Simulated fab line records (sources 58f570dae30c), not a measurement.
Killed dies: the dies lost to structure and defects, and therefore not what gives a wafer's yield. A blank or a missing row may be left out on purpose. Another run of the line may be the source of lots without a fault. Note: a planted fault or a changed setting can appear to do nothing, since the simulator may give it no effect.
Which of the tools did it? | flow berkeley-cmos170 | 6 lots with 18 wafers sampled at 2 steps, on a route of 331 steps

WHAT EACH GAUGE READ, for each wafer
UCB170_FIELD_THK_MEAS_02.
lot  | measured    | on            | FIELD_OXIDE_THK (nm)
L293 | day 5 04:16 | film-metro-04 | 556 551 551
L295 | day 5 20:55 | film-metro-04 | 414 402 411 414 402 410
L307 | day 7 17:00 | film-metro-04 | 553 553 547
L311 | day 8 10:14 | film-metro-01 | 542 546 542
L313 | day 8 15:36 | film-metro-04 | 569 557 554
L315 | day 8 19:52 | film-metro-02 | 552 552 548

WHAT TOOL EACH LOT RAN ON (gives the tool, then ch and the chambers of the sampled wafers, and finally the start)
lot  | UCB170_FIELD_OXIDATION_01
L293 | furnace-02 ch 0, day 5 01:15
L295 | furnace-02 ch 0, day 5 17:55
L307 | furnace-04 ch 0, day 7 13:56
L311 | furnace-04 ch 0, day 8 07:14
L313 | furnace-01 ch 0, day 8 12:36
L315 | furnace-01 ch 0, day 8 16:51
- UCB170_FIELD_OXIDATION_01: target thk 558.3 nm, ox time 7200 s.

THE ANSWER, worked out from the rows above alone
Rule: usual is defined by the lots themselves. Put in order of their means at a reading, lots are off if they are a third of the lots or fewer, leave a main group of 4 or more, and stand apart from it by a gap of 3 or more times the standard deviation of the main group's means; of several such gaps the widest counts. If all means in a main group match to the digits the tables above print for the reading, that group is not used. Also off: a lot with no number at a reading for which 4 or more lots have one. Where the step has rows for the other lots, those lots are counted as sound.
Off: at UCB170_FIELD_THK_MEAS_02 (FIELD_OXIDE_THK), L295. Mean 552 nm and standard deviation 5.3 in the main group.
A tool fits if, at a process step before that reading, it ran every lot that is off, and no sound lot after the first of them. The gauges at UCB170_FIELD_THK_MEAS_02 are tried like those tools. One fits: furnace-02 at UCB170_FIELD_OXIDATION_01. A fault onset in the window from L293 (day 5 01:15, its last sound lot) to L295 (day 5 17:55, its first lot off) fits.

WHAT THE SIMULATOR HAD INSERTED
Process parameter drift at UCB170_FIELD_OXIDATION_01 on furnace-02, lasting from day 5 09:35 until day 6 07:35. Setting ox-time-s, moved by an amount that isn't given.
Lots struck among those shown: L295. The rule given above showed the same thing.
